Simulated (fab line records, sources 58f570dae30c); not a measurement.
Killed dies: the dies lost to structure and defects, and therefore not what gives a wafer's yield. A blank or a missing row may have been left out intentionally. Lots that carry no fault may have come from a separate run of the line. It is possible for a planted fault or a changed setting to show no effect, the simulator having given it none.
What tool caused it? + flow berkeley_cmos170 + Sampling: 14 lots, 42 wafers, 7 of 331 route steps

== WHAT THE GAUGES SHOWED, per wafer ==
UCB170_PLDD_CD_MEAS_06: target cd 1200 nm. Usual: cd_nm 1200.0 nm, standard deviation 1.1.
| lot  | measured     | on        | cd_nm (nm)           | flag |
|------|--------------|-----------|----------------------|------|
| L270 | day 6 02:44  | cd_sem-01 | 1199.4 1198.8 1198.6 |      |
| L271 | day 6 13:51  | cd_sem-01 | 1199.3 1199.5 1198.9 |      |
| L272 | day 6 16:50  | cd_sem-02 | 1200.8 1200.6 1200.0 |      |
| L273 | day 6 17:01  | cd_sem-02 | 1199.5 1200.5 1199.0 |      |
| L274 | day 6 23:47  | cd_sem-02 | 1199.9 1199.6 1199.5 |      |
| L277 | day 7 05:02  | cd_sem-02 | 1200.1 1199.1 1199.7 |      |
| L279 | day 7 21:43  | cd_sem-02 | 1199.3 1200.5 1201.3 |      |
| L284 | day 8 20:32  | cd_sem-02 | 1201.0 1201.8 1201.0 |      |
| L286 | day 9 03:07  | cd_sem-01 | 1200.9 1200.9 1199.7 |      |
| L289 | day 9 22:39  | cd_sem-02 | 1198.8 1198.2 1198.8 |      |
| L288 | day 9 22:57  | cd_sem-01 | 1199.7 1201.8 1200.4 |      |
| L290 | day 9 23:06  | cd_sem-02 | 1201.8 1200.9 1201.4 |      |
| L287 | day 10 00:44 | cd_sem-01 | 1199.5 1201.0 1199.6 |      |
| L292 | day 10 06:20 | cd_sem-02 | 1199.7 1199.0 1198.4 |      |

UCB170_M2_RS_MEAS_02: measurement is done with a four-point probe. Usual: M2_AL_RS typically reads 0.0320 ohm/sq, with standard deviation 0.0003.
| lot  | measured     | on            | M2_AL_RS (ohm/sq)    | flag |
|------|--------------|---------------|----------------------|------|
| L270 | day 7 08:29  | film_metro-01 | 0.0322 0.0323 0.0322 |      |
| L271 | day 8 17:07  | film_metro-04 | 0.0319 0.0316 0.0318 |      |
| L272 | day 7 23:11  | film_metro-01 | 0.0322 0.0322 0.0321 |      |
| L273 | day 7 22:58  | film_metro-03 | 0.0324 0.0324 0.0325 |      |
| L274 | day 8 04:37  | film_metro-01 | 0.0277 0.0278 0.0321 | OFF  |
| L277 | day 8 09:29  | film_metro-01 | 0.0321 0.0318 0.0318 |      |
| L279 | day 9 03:30  | film_metro-03 | 0.0315 0.0276 0.0322 | OFF  |
| L284 | day 10 02:57 | film_metro-03 | 0.0314 0.0316 0.0321 |      |
| L286 | day 10 10:46 | film_metro-04 | 0.0320 0.0318 0.0320 |      |
| L289 | day 11 04:35 | film_metro-01 | 0.0320 0.0323 0.0322 |      |
| L288 | day 11 05:10 | film_metro-04 | 0.0320 0.0319 0.0319 |      |
| L290 | day 11 04:18 | film_metro-04 | 0.0321 0.0321 0.0317 |      |
| L287 | day 11 04:54 | film_metro-03 | 0.0318 0.0315 0.0320 |      |
| L292 | day 11 11:24 | film_metro-04 | 0.0323 0.0318 0.0317 |      |

UCB170_M2_THK_MEAS_03: measures by xrf. Usual: M2_AL_THK typically reads 916 nm, with standard deviation 9.1.
| lot  | measured     | on            | M2_AL_THK (nm) | flag |
|------|--------------|---------------|----------------|------|
| L270 | day 7 08:35  | film_metro-01 | 910 914 911    |      |
| L271 | day 8 17:14  | film_metro-04 | 923 925 920    |      |
| L272 | day 7 23:19  | film_metro-01 | 915 915 916    |      |
| L273 | day 7 23:05  | film_metro-03 | 906 904 903    |      |
| L274 | day 8 04:44  | film_metro-01 | 1062 1060 921  | OFF  |
| L277 | day 8 09:35  | film_metro-01 | 916 924 922    |      |
| L279 | day 9 03:37  | film_metro-03 | 939 1062 916   | OFF  |
| L284 | day 10 03:03 | film_metro-03 | 931 924 914    |      |
| L286 | day 10 10:52 | film_metro-04 | 916 922 918    |      |
| L289 | day 11 04:42 | film_metro-01 | 915 909 916    |      |
| L288 | day 11 05:16 | film_metro-04 | 912 911 905    |      |
| L290 | day 11 04:25 | film_metro-04 | 907 914 919    |      |
| L287 | day 11 05:01 | film_metro-03 | 927 939 921    |      |
| L292 | day 11 11:31 | film_metro-04 | 906 913 919    |      |

UCB170_M2_OVL_MEAS_16. Usual: M2_OVL typically reads 0 nm, with standard deviation 5.9.
| lot  | measured     | on         | M2_OVL (nm) | flag |
|------|--------------|------------|-------------|------|
| L270 | day 7 12:53  | overlay-01 | 2 9 5       |      |
| L271 | day 8 19:32  | overlay-02 | 3 4 6       |      |
| L272 | day 8 02:10  | overlay-02 | 4 3 -1      |      |
| L273 | day 8 01:10  | overlay-02 | 2 -10 -16   |      |
| L274 | day 8 07:18  | overlay-02 | 7 4 6       |      |
| L277 | day 8 11:55  | overlay-01 | -5 -4 -7    |      |
| L279 | day 9 05:55  | overlay-01 | 3 8 -2      |      |
| L284 | day 10 05:07 | overlay-01 | 4 5 3       |      |
| L286 | day 10 13:13 | overlay-01 | 6 6 9       |      |
| L289 | day 11 06:48 | overlay-01 | 6 2 3       |      |
| L288 | day 11 07:38 | overlay-02 | -1 -3 -4    |      |
| L290 | day 11 06:22 | overlay-02 | 12 2 8      |      |
| L287 | day 11 07:06 | overlay-01 | 0 -2 -4     |      |
| L292 | day 11 13:59 | overlay-02 | 3 -4 3      |      |

UCB170_V2_CD_MEAS_12: target cd 700 nm. Usual: cd_nm 700.0 nm, standard deviation 1.4.
| lot  | measured     | on        | cd_nm (nm)        | flag |
|------|--------------|-----------|-------------------|------|
| L270 | day 7 15:43  | cd_sem-02 | 699.5 699.3 699.3 |      |
| L271 | day 8 21:58  | cd_sem-01 | 700.5 699.6 700.6 |      |
| L272 | day 8 04:49  | cd_sem-02 | 699.2 700.6 699.7 |      |
| L273 | day 8 04:32  | cd_sem-02 | 700.0 700.8 700.1 |      |
| L274 | day 8 09:31  | cd_sem-02 | 698.6 701.4 699.0 |      |
| L277 | day 8 14:17  | cd_sem-02 | 698.3 698.6 698.6 |      |
| L279 | day 9 08:30  | cd_sem-01 | 701.1 702.1 700.2 |      |
| L284 | day 10 07:54 | cd_sem-02 | 702.2 701.5 704.1 |      |
| L286 | day 10 16:00 | cd_sem-02 | 697.6 696.4 699.7 |      |
| L289 | day 11 09:42 | cd_sem-01 | 697.8 697.9 697.5 |      |
| L288 | day 11 10:55 | cd_sem-02 | 700.4 702.1 700.3 |      |
| L290 | day 11 08:53 | cd_sem-02 | 698.4 699.1 698.0 |      |
| L287 | day 11 10:22 | cd_sem-01 | 699.1 699.6 699.4 |      |
| L292 | day 11 16:22 | cd_sem-01 | 700.4 701.4 701.2 |      |

== TOOL THAT RAN EACH LOT (tool first, then ch and the chambers of the sampled wafers, then the start) ==
| lot  | UCB170_M2_SPUTTER_01         | UCB170_M2_METAL_ETCH_18           |
|------|------------------------------|-----------------------------------|
| L270 | pvd_sputter-04, day 7 08:22  | rie_metal-03 ch 0,1, day 7 13:00  |
| L271 | pvd_sputter-03, day 8 17:01  | rie_metal-03 ch 0,1, day 8 19:37  |
| L272 | pvd_sputter-04, day 7 23:06  | rie_metal-04 ch 0,1, day 8 02:14  |
| L273 | pvd_sputter-02, day 7 22:53  | rie_metal-03 ch 0,1, day 8 01:14  |
| L274 | pvd_sputter-04, day 8 04:31  | rie_metal-03 ch 0,1, day 8 07:22  |
| L277 | pvd_sputter-02, day 8 09:22  | rie_metal-01 ch 0,1, day 8 12:00  |
| L279 | pvd_sputter-04, day 9 03:24  | rie_metal-04 ch 0,1, day 9 05:59  |
| L284 | pvd_sputter-03, day 10 02:50 | rie_metal-01 ch 0,1, day 10 05:14 |
| L286 | pvd_sputter-02, day 10 10:40 | rie_metal-01 ch 0,1, day 10 13:17 |
| L289 | pvd_sputter-02, day 11 04:29 | rie_metal-01 ch 0,1, day 11 06:52 |
| L288 | pvd_sputter-02, day 11 05:04 | rie_metal-03 ch 1, day 11 07:42   |
| L290 | pvd_sputter-03, day 11 04:13 | rie_metal-03 ch 0,1, day 11 06:27 |
| L287 | pvd_sputter-03, day 11 04:49 | rie_metal-04 ch 1, day 11 07:11   |
| L292 | pvd_sputter-03, day 11 11:19 | rie_metal-04 ch 1, day 11 14:04   |
- UCB170_M2_SPUTTER_01: material Al, target thk 900 nm, time 120 s.
- UCB170_M2_METAL_ETCH_18: etches Al in Cl2/BCl3, stops on SiO2, target depth 1170 nm, time 201.3 s.

== WHAT THE TOOLS THEMSELVES READ (means of the sampled wafers that have a number; where no wafer has one, the mark that the record gives instead) ==
UCB170_M2_SPUTTER_01. Usual: throttle_valve_pct 29.9 %, standard deviation 0.93.
| lot  | tool           | throttle_valve_pct (%) | flag |
|------|----------------|------------------------|------|
| L270 | pvd_sputter-04 | 30.0                   |      |
| L271 | pvd_sputter-03 | 29.7                   |      |
| L272 | pvd_sputter-04 | 30.3                   |      |
| L273 | pvd_sputter-02 | 30.1                   |      |
| L274 | pvd_sputter-04 | 29.6                   |      |
| L277 | pvd_sputter-02 | 30.5                   |      |
| L279 | pvd_sputter-04 | 29.1                   |      |
| L284 | pvd_sputter-03 | 29.9                   |      |
| L286 | pvd_sputter-02 | 30.6                   |      |
| L289 | pvd_sputter-02 | 30.1                   |      |
| L288 | pvd_sputter-02 | 29.9                   |      |
| L290 | pvd_sputter-03 | 29.7                   |      |
| L287 | pvd_sputter-03 | 29.9                   |      |
| L292 | pvd_sputter-03 | 30.4                   |      |

UCB170_M2_METAL_ETCH_18. Usual: drypump_motor_current_A 5.8 A, standard deviation 0.48; oes_product_au 0.849 a.u., standard deviation 0.012; throttle_valve_pct 24.40 %, standard deviation 0.22.
| lot  | tool         | drypump_motor_current_A (A) | oes_product_au (a.u.) | throttle_valve_pct (%) | flag |
|------|--------------|-----------------------------|-----------------------|------------------------|------|
| L270 | rie_metal-03 | 5.6                         | 0.846                 | 24.14                  |      |
| L271 | rie_metal-03 | 5.5                         | 0.855                 | 24.12                  |      |
| L272 | rie_metal-04 | 6.0                         | 0.855                 | 24.49                  |      |
| L273 | rie_metal-03 | 5.9                         | 0.849                 | 24.21                  |      |
| L274 | rie_metal-03 | 5.6                         | 0.899                 | 24.10                  | OFF  |
| L277 | rie_metal-01 | 6.1                         | 0.846                 | 24.52                  |      |
| L279 | rie_metal-04 | 5.6                         | 0.878                 | 24.54                  |      |
| L284 | rie_metal-01 | 6.1                         | 0.852                 | 24.51                  |      |
| L286 | rie_metal-01 | 6.1                         | 0.847                 | 24.52                  |      |
| L289 | rie_metal-01 | 6.1                         | 0.843                 | 24.52                  |      |
| L288 | rie_metal-03 | 5.3                         | 0.847                 | 24.05                  |      |
| L290 | rie_metal-03 | 5.5                         | 0.854                 | 24.13                  |      |
| L287 | rie_metal-04 | 5.3                         | 0.842                 | 24.61                  |      |
| L292 | rie_metal-04 | 5.3                         | 0.838                 | 24.60                  |      |

== THE ANSWER, worked out from the rows above alone ==
Rule: lot off if the mean of its wafers having a number is beyond 3 standard deviations from the usual mean. A lot without any number at a reading at which 4 lots or more have one is off too. The other lots that the step has rows for count as sound. The gauges are gone through in route order, then the tools' own readings, and for those a lot's mean is taken as printed above. At the first step where some lot is off, the reading lying furthest off is the one used; lots without a number count as furthest.
Off: L274, L279, at UCB170_M2_RS_MEAS_02 (M2_AL_RS).
If a tool, at a process step before that reading, ran all the lots that are off and no sound lot after the first of them, it fits. The gauges at UCB170_M2_RS_MEAS_02 are tried like those tools. One candidate fits, namely pvd_sputter-04 at UCB170_M2_SPUTTER_01. A fault onset in the window from L272 (day 7 23:06, its last sound lot) to L274 (day 8 04:31, its first lot off) fits.

== WHAT WAS PUT IN BY THE SIMULATOR ==
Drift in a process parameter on pvd_sputter-04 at UCB170_M2_SPUTTER_01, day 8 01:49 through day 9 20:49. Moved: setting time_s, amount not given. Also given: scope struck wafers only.
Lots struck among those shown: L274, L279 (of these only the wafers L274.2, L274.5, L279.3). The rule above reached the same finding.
